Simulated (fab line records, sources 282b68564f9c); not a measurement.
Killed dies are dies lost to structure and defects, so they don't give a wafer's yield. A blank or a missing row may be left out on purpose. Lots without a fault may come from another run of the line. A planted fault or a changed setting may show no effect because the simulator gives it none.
A struck lot beside a sound one | flow rit_cmos | 21 steps out of a route of 202
Sound: wafers L509.4, L509.5, L509.6. Struck: wafers L521.3, L521.4, L521.5. The cause comes at the end.
At each step with rows: each side's tool, then ch and its chambers, then its first start. Under that, the readings that differ: sound wafers | struck wafers | difference of the means | sigmas: that difference in standard deviations of wafers without a fault.
alike: readings whose means differ by less than 2 such deviations, and words and numbers that are the same on both sides. not compared: withheld readings, readings that some wafer has no value for, bounds like >300 that may hide the same value, and numbers for which the record gives no deviation and whose values overlap.
The two part at a step that has a row with sigmas, a row that says differs or no value, or rows on one side only. Numbers that don't overlap but have no deviation are shown without sigmas and don't part them. A reading that every wafer of one side lacks parts them only if that side has two wafers or more.

RIT_GATE_CD_MEAS_16: target cd 150 nm.
  sound on cd_sem-02, day 3 23:52; struck on cd_sem-02, day 6 12:20
  reading    | sound             | struck            | difference | sigmas
  cd_nm (nm) | 153.6 154.3 153.2 | 145.8 148.5 146.6 | -6.7       | -3
RIT_GATE_OVL_MEAS_17:
  sound on overlay-02, day 3 23:56; struck on overlay-01, day 6 12:26
  alike: GATE_OVL
then, 1 step without rows for these wafers: RIT_GATE_HARDBAKE_18 (time 60 s).
RIT_GATE_ETCH_19: etches poly-Si in SF6/CHF3/O2, stops on SiO2, time 170.6 s, target depth 312.5 nm.
  sound on rie_si-02 ch 1,2,3, day 4 00:08; struck on rie_si-02 ch 0,2,3, day 6 12:37
  alike: drypump_motor_current_A, oes_product_au, throttle_valve_pct
  not compared: rf_hours_counter_h
RIT_GATE_STRIP_20: strips in O2, time 180 s.
  sound on plasma_asher-02 ch 0,1, day 4 00:19; struck on plasma_asher-04 ch 0,1, day 6 12:46
  alike: drypump_motor_current_A, rf_refl_power_W
  not compared: rf_hours_counter_h
RIT_GATE_CD_MEAS_90: target cd 150 nm.
  sound on cd_sem-01, day 4 00:29; struck on cd_sem-01, day 6 12:56
  reading    | sound             | struck            | difference | sigmas
  cd_nm (nm) | 153.5 154.1 153.3 | 145.2 148.3 146.8 | -6.9       | -3
then, 4 steps without rows for these wafers: RIT_REOX_CLEAN_00 (cleans in SC1, time 600 s); RIT_REOX_CLEAN_01 (cleans in dHF, time 30 s); RIT_REOX_CLEAN_02 (cleans in SC2, time 600 s); RIT_REOX_OXIDATION_03 (target thk 25.2 nm, ox time 5580 s).
RIT_REOX_THK_MEAS_04:
  sound on film_metro-03, day 4 03:53; struck on film_metro-04, day 6 15:57
  alike: REOX_OXIDE_THK
then, 1 step without rows for these wafers: RIT_NLDD_HMDS_00 (prime time 60 s).
RIT_NLDD_COAT_01: resist thk 1000 nm.
  sound on litho_track-04 ch 0, day 4 04:08; struck on litho_track-04 ch 0, day 6 16:11
  reading                                   | sound           | struck         | difference | sigmas
  model.NOVOLAK_of_NLDD_COAT_01.thk_nm (nm) | 998.2 1002 1006 | 1097 1099 1094 | +95        |
  alike: dispense_pressure_kPa
then, 4 steps without rows for these wafers: RIT_NLDD_SOFTBAKE_02 (time 60 s); RIT_NLDD_EXPOSE_03 (exposes mask M7, target cd 40700 nm); RIT_NLDD_PEB_04; RIT_NLDD_DEVELOP_05 (develop time 50 s).
RIT_NLDD_OVL_MEAS_06:
  sound on overlay-02, day 4 04:54; struck on overlay-02, day 6 16:58
  alike: NLDD_OVL
RIT_NLDD_HARDBAKE_07: time 60 s.
  sound on litho_track-02 ch 0, day 4 04:59; struck on litho_track-02 ch 0, day 6 17:03
  reading                                   | sound             | struck          | difference | sigmas
  model.NOVOLAK_of_NLDD_COAT_01.thk_nm (nm) | 882.2 885.5 889.1 | 969 970.2 966.2 | +83        |
then, 1 step without rows for these wafers: RIT_NLDD_IMPLANT_08.
RIT_M1_PROBE_99:
  sound on prober-02, day 4 20:31; struck on prober-02, day 7 11:44
  reading            | sound | struck | difference | sigmas
  killed_at_contacts | 0 0 0 | 0 0 2  | +1         | +2
  alike: killed_at_front_end, killed_dies, killed_on_rim, killed_open, killed_short

WHERE THEY PART
First at RIT_GATE_CD_MEAS_16; last, within this record, at RIT_M1_PROBE_99.

WHY: what the simulator had put in
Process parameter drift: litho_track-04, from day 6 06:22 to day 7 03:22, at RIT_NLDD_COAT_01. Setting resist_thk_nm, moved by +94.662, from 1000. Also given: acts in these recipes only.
